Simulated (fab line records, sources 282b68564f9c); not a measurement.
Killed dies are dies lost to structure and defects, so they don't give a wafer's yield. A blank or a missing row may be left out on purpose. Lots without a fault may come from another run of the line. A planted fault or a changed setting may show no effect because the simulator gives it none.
One fault seen from 2 desks | flow rit_cmos | each desk has only its own numbers; what lay behind them comes last

THE METROLOGY DESK
What the gauges read, lot by lot, whatever tool the lot ran on: means of the sampled wafers that have a number. A lot is out of limits, marked OUT, if its mean lies more than 4 standard deviations from the usual mean; the brackets give that distance.
Columns: A = INCOMING_BOW at RIT_ACTIVE_BOW_MEAS_00, usual 0 um; B = NWELL_OVL at RIT_NWELL_OVL_MEAS_06, usual 0.4 nm
lot  | first seen here | A  | B
L312 | day 1 10:01     | 3  | 0.8
L313 | day 1 15:02     | -3 | 0.7
L316 | day 2 06:00     | -0 | 0.2
L317 | day 2 11:01     | -4 | 1.4
L318 | day 2 16:02     | -1 | 0.7
L320 | day 3 02:00     | -6 | 0.5
L322 | day 3 12:00     | -0 | -1.0
L323 | day 3 17:01     | 3  | -0.5
L326 | day 4 08:01     | -0 | 2.2
L328 | day 4 18:01     | -5 | 0.3
L329 | day 4 23:01     | 2  | 0.7
L330 | day 5 04:02     | -3 | -1.5
L331 | day 5 09:02     | -2 | 0.3
L333 | day 5 19:00     | 3  | 1.6
L334 | day 6 00:00     | 6  | 1.2
This desk's finding: nothing out of limits on any of the 15 lots.

THE TOOL OWNER'S DESK: litho_track-04
The tool's own readings at RIT_PWELL_SOFTBAKE_02 (time 60 s): means of the sampled wafers that have a number, for each lot that ran on this tool. A lot is out of limits, marked OUT, if its mean lies more than 4 standard deviations from the usual mean; the brackets give that distance.
Columns: A = heater_power_total_W at RIT_PWELL_SOFTBAKE_02, usual 34.55 W; B = run_length_s at RIT_PWELL_SOFTBAKE_02, usual 88.99 s
lot  | first seen here | A               | B
L312 | day 1 22:21     | 34.54           | 88.87
L316 | day 2 18:12     | 34.54           | 88.85
L317 | day 2 22:22     | 34.54           | 88.82
L326 | day 4 19:11     | 34.58           | 88.98
L328 | day 5 06:13     | 34.55           | 88.78
L329 | day 5 12:37     | 36.18 (+34) OUT | 80.23 (-38) OUT
L331 | day 5 20:44     | 36.21 (+35) OUT | 80.22 (-38) OUT
L334 | day 6 11:55     | 36.21 (+35) OUT | 80.32 (-38) OUT
This desk's finding: out of limits on L329, L331, L334; first on L329, day 5 12:37 (heater_power_total_W at RIT_PWELL_SOFTBAKE_02). In limits: L312, L316, L317, L326, L328.

PUT TOGETHER
The tool owner's desk could have raised an alarm at day 5 12:37, on L329, L331, L334.
The metrology desk saw nothing out of limits.
The metrology desk has L329, L331, L334 on record, within its limits.
Of the lots named, all ran RIT_PWELL_SOFTBAKE_02 on litho_track-04.

WHAT THE SIMULATOR HAD PUT IN
Process parameter drift: litho_track-04, from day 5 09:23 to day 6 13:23, at RIT_PWELL_SOFTBAKE_02. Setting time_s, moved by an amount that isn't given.
Lots struck among those shown: L329, L331, L334.
Hours from the fault's start to each desk's first reading out of limits: the tool owner's desk, 3.
